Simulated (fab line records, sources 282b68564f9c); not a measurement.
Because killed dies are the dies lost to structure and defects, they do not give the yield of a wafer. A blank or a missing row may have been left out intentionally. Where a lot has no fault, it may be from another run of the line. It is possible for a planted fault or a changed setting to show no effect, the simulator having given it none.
Struck lot and sound lot, side by side / flow rit cmos / 32 out of 202 route steps
Sound: the wafers L192.4, L192.5, L192.6. Wafers struck: L203.3, L203.5, L203.6. The cause is named last.
Order at every step that has rows: each side's tool, ch and its chambers, its first start. Under that, the readings that differ: sound wafers / struck wafers / difference of the means / sigmas: that difference in standard deviations of wafers without a fault.
alike: a reading whose means differ by less than 2 such deviations, as well as words and numbers matching on both sides. not compared: withheld readings; readings where some wafer has no value; bounds like >300 that might hide an equal value; numbers whose values overlap and for which the record gives no deviation.
A row with sigmas, a row that says differs or no value, or rows on one side alone: a step with any of these is where the two part. When numbers do not overlap yet have no deviation, they are printed without sigmas and do not part them. A reading that every wafer of one side lacks parts them only if that side has two wafers or more.

RIT_ACTIVE_BOW_MEAS_00:
  sound: film metro-02 at day 3 02:04; struck: film metro-01 at day 5 09:02
  alike: INCOMING_BOW
RIT_ACTIVE_OXIDATION_01: target thk 46.8 nm, ox time 3360 s.
  sound on furnace-04 ch 0, day 3 02:07; struck on furnace-04 ch 0, day 5 09:37
  alike: tube_center_temp_C_max, zone power load pct
RIT_ACTIVE_THK_MEAS_02:
  sound: film metro-01 at day 3 04:05; struck: film metro-02 at day 5 11:34
  alike: ACTIVE_OXIDE_THK
then, 1 step without rows for these wafers: RIT_ACTIVE_CVD_03 (deposits Si3N4 from SiH2Cl2/NH3, target thk 150 nm, time 1500 s).
RIT_ACTIVE_THK_MEAS_04:
  sound: film metro-02 at day 3 05:34; struck: film metro-02 at day 5 13:03
  alike: ACTIVE_NITRIDE_THK
then, 6 steps without rows for these wafers: RIT_ACTIVE_HMDS_05 (prime time 60 s); RIT_ACTIVE_COAT_06 (resist thk 1000 nm); RIT_ACTIVE_SOFTBAKE_07 (time 60 s); RIT_ACTIVE_EXPOSE_08 (exposes mask M1, target cd 1400 nm); RIT_ACTIVE_PEB_09; RIT_ACTIVE_DEVELOP_10 (develop time 50 s).
RIT_ACTIVE_CD_MEAS_11 targets a cd of 1400 nm.
  sound: cd sem-02 at day 3 06:30; struck: cd sem-02 at day 5 13:59
  alike: cd nm
then, 1 step without rows for these wafers: RIT_ACTIVE_HARDBAKE_12 (time 60 s).
RIT_ACTIVE_ETCH_13: etches Si3N4 in SF6, stops on SiO2, time 210 s, target depth 210 nm.
  sound on rie diel-04 ch 1,2, day 3 06:43; struck on rie diel-02 ch 0,1, day 5 14:13
reading=oes product au (a.u.); sound=0.799 0.808 0.796; struck=0.827 0.839 0.828; difference=+0.030; sigmas=+2
  alike: SF6_flow_sccm, drypump motor current A, throttle valve pct
  not compared: rf hours counter h
RIT_ACTIVE_STRIP_14: strips in O2, time 180 s.
  sound on plasma asher-02 ch 0,1, day 3 06:54; struck on plasma asher-01 ch 0,1, day 5 14:24
  alike: drypump motor current A, rf refl power W
  not compared: rf hours counter h
RIT_ACTIVE_CD_MEAS_90 targets a cd of 1400 nm.
  sound: cd sem-01 at day 3 07:05; struck: cd sem-02 at day 5 14:34
  alike: cd nm
then, 4 steps without rows for these wafers: RIT_ACTIVE_CLEAN_15 (cleans in SC1, time 600 s); RIT_ACTIVE_CLEAN_16 (cleans in dHF, time 30 s); RIT_ACTIVE_CLEAN_17 (cleans in SC2, time 600 s); RIT_FOX1_OXIDATION_00 (target thk 350.7 nm, ox time 1130 s).
RIT_FOX1_THK_MEAS_01:
  sound: film metro-03 at day 3 08:53; struck: film metro-03 at day 5 18:10
  alike: FOX1_OXIDE_THK
then, 2 steps without rows for these wafers: RIT_FOX1_WET_ETCH_02 (etches SiO2 in BOE, target depth 350 nm, time 390 s); RIT_FOX2_OXIDATION_00 (target thk 350.7 nm, ox time 1130 s).
RIT_FOX2_THK_MEAS_01:
  sound: film metro-03 at day 3 10:23; struck: film metro-02 at day 5 19:39
  alike: FOX2_OXIDE_THK
then, 2 steps without rows for these wafers: RIT_FOX2_CLEAN_02 (cleans in dHF, time 180 s); RIT_FOX2_WET_ETCH_03 (etches Si3N4 in H3PO4, target depth 195 nm, time 2700 s).
RIT_FOX2_THK_MEAS_90:
  sound: film metro-01 at day 3 11:16; struck: film metro-03 at day 5 20:32
  alike: FIELD_OXIDE_LEFT_1_THK
then, 4 steps without rows for these wafers: RIT_NWELL_HMDS_00 (prime time 58.51 s); RIT_NWELL_COAT_01 (resist thk 1300 nm); RIT_NWELL_SOFTBAKE_02 (time 60 s); RIT_NWELL_EXPOSE_03 (exposes mask M2, target cd 43900 nm).
RIT_M1_PROBE_99:
  sound: prober-02 at day 5 03:46; struck: prober-01 at day 7 11:34
reading=killed at front end; sound=3 3 10; struck=136 108 112; difference=+113; sigmas=+35
reading=killed dies; sound=3 3 10; struck=136 108 112; difference=+113; sigmas=+35
reading=killed on rim; sound=1 2 5; struck=38 32 28; difference=+30; sigmas=+21
  alike: killed at contacts, killed open, killed short

== WHERE THEY PART ==
Earliest at RIT_ACTIVE_ETCH_13; latest, in this record, at RIT_M1_PROBE_99.

WHY: what the simulator had put in
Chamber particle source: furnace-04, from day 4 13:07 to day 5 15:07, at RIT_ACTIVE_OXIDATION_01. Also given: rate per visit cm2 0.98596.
